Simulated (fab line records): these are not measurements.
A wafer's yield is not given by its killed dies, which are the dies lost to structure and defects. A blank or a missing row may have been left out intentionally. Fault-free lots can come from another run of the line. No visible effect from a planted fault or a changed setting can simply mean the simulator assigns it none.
A struck lot beside a sound one    flow rit_cmos    34 steps out of a route of 202
Sound: the wafers L282.4, L282.5, L282.6. Struck: wafers L288.2, L288.3, L288.6. At the end, the cause is stated.
Per side, at each step with rows, come the tool, then ch with its chambers, and then its first start. Under that, the readings that differ: sound wafers    struck wafers    difference of the means    sigmas: that difference in standard deviations of wafers without a fault.
alike: readings whose means differ by less than 2 such deviations, and words and numbers that are the same on both sides. not compared: withheld readings, readings that some wafer has no value for, bounds like >300 that may hide the same value, and numbers for which the record gives no deviation and whose values overlap.
Wherever a step has rows on one side only, a row that says differs or no value, or a row with sigmas, the two part there. Numbers that don't overlap but have no deviation are shown without sigmas and don't part them. A reading missing from all wafers of one side parts the sides only when that side holds two or more wafers.

first, 2 steps without rows for these wafers: RIT_SPACER_CLEAN_02 (cleans in SC2, time 600 s); RIT_SPACER_CVD_03 (deposits Si3N4 from SiH2Cl2/NH3, target thk 250 nm, time 3300 s).
RIT_SPACER_THK_MEAS_04:
  struck on film_metro-03, day 4 19:10; sound on film_metro-03, day 3 09:47
reading                  sound              struck             difference  sigmas
SPACER_NITRIDE_THK (nm)  254.8 252.7 249.8  245.5 245.1 247.1  -6.5        -3
RIT_SPACER_ETCHBACK_05: etches Si3N4 in SF6/CHF3, stops on SiO2, target depth 250 nm, time 240 s.
  sound on rie_diel-01 ch 0,1,2, day 3 09:49; struck on rie_diel-04 ch 0,2,3, day 4 19:13
reading                sound              struck             difference  sigmas
oes_product_au (a.u.)  0.883 0.876 0.850  0.839 0.825 0.814  -0.044      -3
  alike: drypump_motor_current_A, rf_fwd_power_W, throttle_valve_pct
  not compared: rf_hours_counter_h
then, 6 steps without rows for these wafers: RIT_NSD_HMDS_00 (prime time 60 s); RIT_NSD_COAT_01 (resist thk 1000 nm); RIT_NSD_SOFTBAKE_02 (time 60 s); RIT_NSD_EXPOSE_03 (exposes mask M9, target cd 40700 nm); RIT_NSD_PEB_04; RIT_NSD_DEVELOP_05 (develop time 50 s).
RIT_NSD_OVL_MEAS_06:
  struck on overlay-02, day 4 20:13; sound on overlay-01, day 3 10:50
  alike: NSD_OVL
then, 1 step without rows for these wafers: RIT_NSD_HARDBAKE_07 (time 60 s).
RIT_NSD_IMPLANT_08:
  sound on implanter-03 ch 0, day 3 11:05; struck on implanter-01 ch 0, day 4 20:25
reading             sound              struck             difference  sigmas
tilt_deg (degrees)  6.988 6.990 7.004  8.537 8.555 8.520  +1.543      +81
RIT_NSD_STRIP_09: strips in O2, time 180 s.
  sound on plasma_asher-02 ch 0,1, day 3 11:13; struck on plasma_asher-03 ch 0,1, day 4 20:33
  alike: drypump_motor_current_A
  not compared: rf_hours_counter_h
RIT_NSD_TW_MEAS_10:
  struck on film_metro-03, day 4 20:44; sound on film_metro-04, day 3 11:22
  alike: NSD_TW
then, 6 steps without rows for these wafers: RIT_PSD_HMDS_00 (prime time 60 s); RIT_PSD_COAT_01 (resist thk 1000 nm); RIT_PSD_SOFTBAKE_02 (time 60 s); RIT_PSD_EXPOSE_03 (exposes mask M10, target cd 40900 nm); RIT_PSD_PEB_04; RIT_PSD_DEVELOP_05 (develop time 50 s).
RIT_PSD_OVL_MEAS_06:
  struck on overlay-01, day 4 21:52; sound on overlay-01, day 3 12:23
  alike: PSD_OVL
then, 2 steps without rows for these wafers: RIT_PSD_HARDBAKE_07 (time 60 s); RIT_PSD_IMPLANT_08.
RIT_PSD_STRIP_09: strips in O2, time 180 s.
  sound on plasma_asher-02 ch 0,1, day 3 12:46; struck on plasma_asher-02 ch 0,1, day 4 22:12
  alike: drypump_motor_current_A
  not compared: rf_hours_counter_h
RIT_PSD_TW_MEAS_10:
  struck on film_metro-03, day 4 22:23; sound on film_metro-01, day 3 12:54
reading  sound           struck          difference  sigmas
PSD_TW   3441 3443 3445  3361 3373 3377  -73         -2
then, 3 steps without rows for these wafers: RIT_SDANNEAL_CLEAN_00 (cleans in SC1, time 600 s); RIT_SDANNEAL_CLEAN_01 (cleans in dHF, time 30 s); RIT_SDANNEAL_CLEAN_02 (cleans in SC2, time 600 s).
RIT_SDANNEAL_RTA_03: time 5 s.
  sound on rtp_anneal-02 ch 0, day 3 13:22; struck on rtp_anneal-02 ch 0, day 4 22:49
  alike: wafer_temp_C_max
RIT_SDANNEAL_RS_MEAS_04: the measuring method here is four-point-probe.
  struck on film_metro-01, day 4 22:53; sound on film_metro-04, day 3 13:27
reading          sound              struck             difference  sigmas
PSD_RS (ohm/sq)  116.1 116.1 115.9  115.3 115.3 115.3  -0.7        -2
RIT_SDANNEAL_RS_MEAS_05: the measuring method here is four-point-probe.
  struck on film_metro-01, day 4 23:00; sound on film_metro-04, day 3 13:34
reading          sound              struck  difference                     sigmas
NSD_RS (ohm/sq)  83.49 83.60 83.57  - - -   no value on the struck wafers  
RIT_SDANNEAL_RS_MEAS_06: the measuring method here is four-point-probe.
  struck on film_metro-01, day 4 23:07; sound on film_metro-04, day 3 13:41
  alike: PLDD_RS
RIT_M1_PROBE_99:
  struck on prober-02, day 5 06:18; sound on prober-02, day 3 22:12
reading                                  sound              struck            difference  sigmas
model.etest.diode_nplus_pwell.bv_v (V)   5.997 5.975 5.972  5.842 5.82 5.828  -0.151      
model.etest.nmos_0p3.bv_v (V)            5.496 5.482 5.484  5.418 5.396 5.42  -0.076      
model.etest.nmos_0p15.bv_v (V)           5.496 5.482 5.484  5.418 5.396 5.42  -0.076      
model.etest.diode_nplus_pwell.cj_ff_um2  2.048 2.052 2.07   2.134 2.141 2.14  +0.082      
model.etest.diode_nplus_comb.cj_ff_um2   2.608 2.635 2.638  2.73 2.737 2.736  +0.11       
  alike: killed_at_M0_to_M3, killed_at_contacts, killed_at_front_end, killed_dies, killed_open, killed_short

== WHERE THEY PART ==
At RIT_SPACER_THK_MEAS_04 first; at RIT_SDANNEAL_RS_MEAS_05 last (within this record only). Later steps at which nothing parts them and some readings are alike: RIT_SDANNEAL_RS_MEAS_06, RIT_M1_PROBE_99.

WHY: what had been put in by the simulator
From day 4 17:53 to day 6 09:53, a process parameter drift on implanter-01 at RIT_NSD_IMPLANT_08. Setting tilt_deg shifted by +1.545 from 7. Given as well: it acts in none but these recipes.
